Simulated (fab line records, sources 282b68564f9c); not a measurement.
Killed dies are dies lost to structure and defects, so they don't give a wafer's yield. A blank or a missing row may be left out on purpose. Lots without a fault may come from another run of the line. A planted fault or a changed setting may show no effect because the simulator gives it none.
Problem report in the 8D (eight disciplines) form, filled by code | flow rit_cmos | the parts of the form that need people (team, actions taken, sign-off) are left out

1. THE PROBLEM
FOX1_OXIDE_THK at RIT_FOX1_THK_MEAS_01 reads a mean of 309 nm on 6 wafers of 2 lots; wafers without a fault read 348 nm with a standard deviation of 6.9. That is -5.7 standard deviations from the usual mean.
First seen on wafer L248.2, day 5 00:52, on film_metro-01. The record holds 42 wafers of 14 lots with a number at this step. Rule for "out", or "out of limits": more than 4 standard deviations from the usual mean. The other wafers with a number count as sound.

2. WHAT IT IS AND WHAT IT IS NOT
question                    | is                           | is not
which readings at this step | FOX1_OXIDE_THK               | -
which lots                  | L248, L249                   | L233, L234, L235, L239, L240, L241, L242, L243, L244, L245, L247, L252
which wafers of those lots  | all that have a number       | -
read on which gauges        | film_metro-01, film_metro-04 | film_metro-02
when                        | from day 5 00:52             | up to then (33 sound wafers); but 3 sound wafers of L252 came after

3. SUSPECTS, AND WHAT RULES EACH OUT
Counting: a tool at a process step up to the reading stays a suspect if it ran every lot that is out and no sound lot after the first of them.
- the gauge at RIT_FOX1_THK_MEAS_01: ruled out. The wafers that are out were read on 2 gauges (film_metro-01, film_metro-04).
- furnace-02 at RIT_FOX1_OXIDATION_00 (target thk 350.7 nm, ox time 1130 s): kept. It ran every lot that is out, first L248 (day 4 23:32), and no sound lot after that; its last sound lot up to then is L247 (day 4 19:16). Its own readings are out on those wafers: spike_tc_centre_C, spike_tc_load_C, spike_tc_source_C, tube_center_temp_C, tube_center_temp_C_max.
Left after counting: furnace-02 at RIT_FOX1_OXIDATION_00.

4. THE CAUSE (what the simulator had put in)
Process parameter drift: furnace-02, from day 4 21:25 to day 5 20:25, at RIT_FOX1_OXIDATION_00. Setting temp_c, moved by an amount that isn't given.
Counting left only this tool.

5. THE CHAIN OF EFFECTS, in route order
Each row: a reading whose mean over the struck wafers that have a number lies more than 3 standard deviations from the usual. Only readings for which the record gives a usual standard deviation are gone through. hours: the time from each lot's start at the first step in this table that gives one to its start at this step, as a median over the lots. sigmas: the change in usual standard deviations.
hours | step                  | reading                | usual    | on struck wafers | change | sigmas
0     | RIT_FOX1_OXIDATION_00 | spike_tc_centre_C      | 1102.4 C | 1077.1           | -25.3  | -14
0     | RIT_FOX1_OXIDATION_00 | spike_tc_load_C        | 1127 C   | 1102             | -25    | -6.3
0     | RIT_FOX1_OXIDATION_00 | spike_tc_source_C      | 1124.3 C | 1098.3           | -26.0  | -22
0     | RIT_FOX1_OXIDATION_00 | tube_center_temp_C     | 1100 C   | 1075             | -25    | -99 or more
0     | RIT_FOX1_OXIDATION_00 | tube_center_temp_C_max | 1102.8   | 1077.7           | -25.1  | -58
1     | RIT_FOX1_THK_MEAS_01  | FOX1_OXIDE_THK         | 348 nm   | 309              | -39    | -5.7
The process steps in it:
- RIT_FOX1_OXIDATION_00: target thk 350.7 nm, ox time 1130 s.

6. WHAT WOULD HAVE CAUGHT IT SOONER
In this record the first reading out of limits at a measuring or inspecting step was taken at day 5 00:52, 3 hours after the fault began at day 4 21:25.
The tool's own readings at RIT_FOX1_OXIDATION_00 were out on every struck wafer that the step has a row for (spike_tc_centre_C, spike_tc_load_C, spike_tc_source_C, tube_center_temp_C, tube_center_temp_C_max): an alarm limit on them would have fired on the first of those.
Of the lots that are out (2), L249 began RIT_FOX1_OXIDATION_00 on furnace-02 after day 5 00:52. A hold on the tool at that time would have spared it.
